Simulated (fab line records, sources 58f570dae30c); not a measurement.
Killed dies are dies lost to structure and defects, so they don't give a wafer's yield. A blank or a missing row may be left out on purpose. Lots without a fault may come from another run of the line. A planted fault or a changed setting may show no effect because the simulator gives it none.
Chamber matching | flow berkeley_cmos170 | UCB170_V1_CMP_02 on cmp-02: 4 sister chambers
The step polishes SiO2. 16 wafers are shown with their chamber, then 8 later ones without.

WAFERS WITH THEIR CHAMBER
wafer  | chamber | motor_current_A (A) | slurry_filter_dp_kPa (kPa)
L172.1 | 1       | 14.5                | 13.58
L172.3 | 3       | 15.3                | 13.22
L172.4 | 0       | 15.3                | 13.17
L175.1 | 0       | 16.5                | 13.30
L175.3 | 3       | 15.4                | 13.43
L175.5 | 1       | 14.8                | 13.23
L176.1 | 3       | 15.0                | 13.29
L176.4 | 0       | 15.8                | 13.46
L176.6 | 0       | 16.7                | 13.60
L178.2 | 3       | 16.0                | 13.63
L178.4 | 1       | 16.0                | 13.63
L178.6 | 2       | 17.8                | 13.35
L179.1 | 2       | 17.0                | 13.56
L179.5 | 2       | 17.3                | 13.64
L179.6 | 3       | 14.6                | 13.55
L192.1 | 3       | 15.7                | 13.44

SIGNATURES (means of the wafers above)
reading              | chamber 0 | chamber 1 | chamber 2 | chamber 3 | scatter within a chamber
motor_current_A      | 16.075    | 15.100    | 17.367    | 15.333    | 0.582
slurry_filter_dp_kPa | 13.3825   | 13.4800   | 13.5167   | 13.4267   | 0.174
Rule: a wafer's distance from a chamber is the root of the sum, over the readings, of the square of ((its reading less the chamber's mean) divided by the reading's scatter). The wafer belongs to the nearest chamber; if the next one is less than 2 further off, it can't be placed. The scatter: the root of (the sum of the squares of (reading less its chamber's mean) over the shown wafers, divided by (wafers less chambers)).

WAFERS WITHOUT THEIR CHAMBER
wafer  | motor_current_A (A) | slurry_filter_dp_kPa (kPa)
L192.2 | 17.3                | 13.44
L192.3 | 15.5                | 13.52
L191.3 | 17.4                | 13.59
L191.4 | 14.4                | 13.14
L191.6 | 17.4                | 13.55
L193.3 | 15.7                | 13.43
L193.4 | 16.1                | 13.56
L193.6 | 15.1                | 13.18

WHICH CHAMBER EACH WENT THROUGH
wafer  | from the rows above               | in truth
L192.2 | can't be placed: 2 or 0           | 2
L192.3 | can't be placed: 3 or 1 or 0      | 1
L191.3 | 2                                 | 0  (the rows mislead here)
L191.4 | can't be placed: 1 or 3 or 0      | 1
L191.6 | 2                                 | 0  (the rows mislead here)
L193.3 | can't be placed: 3 or 0 or 1      | 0
L193.4 | can't be placed: 0 or 3 or 1 or 2 | 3
L193.6 | can't be placed: 3 or 1 or 0      | 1
Placed correctly: 0 of 8. Can't be placed from these rows: 6 (the true chamber is among the candidates in 6). Placed wrongly: 2.
